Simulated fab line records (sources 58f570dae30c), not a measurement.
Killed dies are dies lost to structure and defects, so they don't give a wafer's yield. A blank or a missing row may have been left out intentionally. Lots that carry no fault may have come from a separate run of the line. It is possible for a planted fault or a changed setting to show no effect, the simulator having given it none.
Split-lot trial + flow berkeley cmos170 + 27 wafers read across 5 lots, on a route 331 steps long

== ABOUT THE SPLIT ==
At UCB170_WELLDRIVE_OXIDATION_01 (target thk 199 nm, ox time 9000 s), the setting ox time s was moved away from the recipe's 9000 s on 6 of the 27 wafers read, by +44.6%. All remaining wafers had this setting at the recipe value.

No step appears in the file between the split and the reading.

== THE READING ==
WELLDRIVE_OXIDE_THK (nm), taken at UCB170_WELLDRIVE_THK_MEAS_02. A value of 196 nm with a standard deviation of 3.3 nm is what fault-free wafers of this fab line usually give.

| wafer  | tool, chamber at the split | ox time s as run, s | against the recipe | WELLDRIVE_OXIDE_THK, nm | against lot-mates on the recipe |
|--------|----------------------------|---------------------|--------------------|-------------------------|---------------------------------|
| L074.1 | -, -                       | 13010               | +44.6%             | 246                     | no lot-mate on the recipe       |
| L074.2 | -, -                       | 13010               | +44.6%             | 247                     | no lot-mate on the recipe       |
| L074.3 | -, -                       | 13010               | +44.6%             | 245                     | no lot-mate on the recipe       |
| L074.4 | -, -                       | 13010               | +44.6%             | 247                     | no lot-mate on the recipe       |
| L074.5 | -, -                       | 13010               | +44.6%             | 246                     | no lot-mate on the recipe       |
| L074.6 | -, -                       | 13010               | +44.6%             | 249                     | no lot-mate on the recipe       |
| L076.1 | -, -                       | 9000                | recipe             | 200                     | -                               |
| L076.2 | -, -                       | 9000                | recipe             | 199                     | -                               |
| L076.3 | -, -                       | 9000                | recipe             | 199                     | -                               |
| L076.4 | -, -                       | 9000                | recipe             | 198                     | -                               |
| L076.5 | -, -                       | 9000                | recipe             | 201                     | -                               |
| L076.6 | -, -                       | 9000                | recipe             | 201                     | -                               |
| L077.1 | -, -                       | 9000                | recipe             | 193                     | -                               |
| L077.2 | -, -                       | 9000                | recipe             | 195                     | -                               |
| L077.3 | -, -                       | 9000                | recipe             | 195                     | -                               |
| L077.4 | -, -                       | 9000                | recipe             | 197                     | -                               |
| L077.5 | -, -                       | 9000                | recipe             | 197                     | -                               |
| L077.6 | -, -                       | 9000                | recipe             | 189                     | -                               |
| L078.2 | furnace-02, 0              | 9000                | recipe             | 190                     | -                               |
| L078.3 | furnace-02, 0              | 9000                | recipe             | 189                     | -                               |
| L078.5 | furnace-02, 0              | 9000                | recipe             | 189                     | -                               |
| L080.1 | -, -                       | 9000                | recipe             | 193                     | -                               |
| L080.2 | -, -                       | 9000                | recipe             | 195                     | -                               |
| L080.3 | -, -                       | 9000                | recipe             | 194                     | -                               |
| L080.4 | -, -                       | 9000                | recipe             | 197                     | -                               |
| L080.5 | -, -                       | 9000                | recipe             | 196                     | -                               |
| L080.6 | -, -                       | 9000                | recipe             | 200                     | -                               |

THE FIT
A straight line over all 27 wafers: WELLDRIVE_OXIDE_THK changes by +1.15 nm for each +1% of ox time s; r = +0.99; the points scatter about the line by 3.6 nm.
Too few moved wafers have a lot-mate on the recipe to fit a line with each lot's own level taken away.

== THE WHOLE CHAIN: every reading that the file lists as answering this split, in the file's order ==
| step                          | what it does                      | reading                                                                                | change (the file's fit)              | r (the file's) |
|-------------------------------|-----------------------------------|----------------------------------------------------------------------------------------|--------------------------------------|----------------|
| UCB170_WELLDRIVE_OXIDATION_01 | target thk 199 nm, ox time 9000 s | SiO2_of_WELLDRIVE_OXIDATION_01.thk nm (the simulator's own value, which no gauge read) | +1.15 nm for each +1% of the setting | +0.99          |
| UCB170_WELLDRIVE_THK_MEAS_02  |                                   | WELLDRIVE_OXIDE_THK                                                                    | +1.15 for each +1% of the setting    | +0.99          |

== FILE'S OWN FIT ==
WELLDRIVE_OXIDE_THK changes by +1.15 nm for each +1% of ox time s, r = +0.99.
